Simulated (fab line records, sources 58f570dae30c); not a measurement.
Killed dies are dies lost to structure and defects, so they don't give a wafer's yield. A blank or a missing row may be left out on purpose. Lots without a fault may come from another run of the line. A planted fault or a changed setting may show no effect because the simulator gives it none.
Which tool did it? | flow berkeley_cmos170 | 7 lots, 21 wafers sampled, at 2 steps of a route of 331

WHAT THE GAUGES READ, wafer by wafer
UCB170_V1_THK_MEAS_01.
lot  | measured     | on            | V1_TEOS_THK (nm)
L623 | day 8 22:34  | film_metro-02 | 1953 2001 2028
L626 | day 9 22:01  | film_metro-01 | 2009 2047 2017
L629 | day 10 12:28 | film_metro-01 | 1954 1958 2002
L630 | day 10 23:51 | film_metro-02 | 1992 2007 1979
L633 | day 11 06:56 | film_metro-02 | 1974 1976 2028
L639 | day 12 16:14 | film_metro-02 | 1985 1949 1993
L641 | day 13 11:55 | film_metro-01 | 2007 2016 2043

WHICH TOOL RAN EACH LOT (tool, then ch and the chambers of the sampled wafers, then the start)
lot  | UCB170_PLDD_STRIP_10
L623 | plasma_asher-02 ch 0,1, day 7 21:58
L626 | plasma_asher-01 ch 1, day 8 16:16
L629 | plasma_asher-02 ch 0,1, day 9 09:14
L630 | plasma_asher-02 ch 0,1, day 9 20:07
L633 | plasma_asher-04 ch 0,1, day 10 07:37
L639 | plasma_asher-04 ch 0,1, day 11 18:28
L641 | plasma_asher-04 ch 0,1, day 12 06:35
- UCB170_PLDD_STRIP_10: strips in O2.

THE ANSWER, worked out from the rows above alone
Rule: what is usual is taken from the lots themselves. Put in order of their means at a reading, lots are off if they are a third of the lots or fewer, leave a main group of 4 or more, and stand apart from it by a gap of 3 or more times the standard deviation of the main group's means; of several such gaps the widest counts. A main group whose means are all the same, to the digits that the tables above print for the reading, isn't used. A lot without any number at a reading at which 4 lots or more have one is off too. The other lots that the step has rows for count as sound.
No lot is off at any reading shown: from this, nothing can be told.

WHAT THE SIMULATOR HAD PUT IN
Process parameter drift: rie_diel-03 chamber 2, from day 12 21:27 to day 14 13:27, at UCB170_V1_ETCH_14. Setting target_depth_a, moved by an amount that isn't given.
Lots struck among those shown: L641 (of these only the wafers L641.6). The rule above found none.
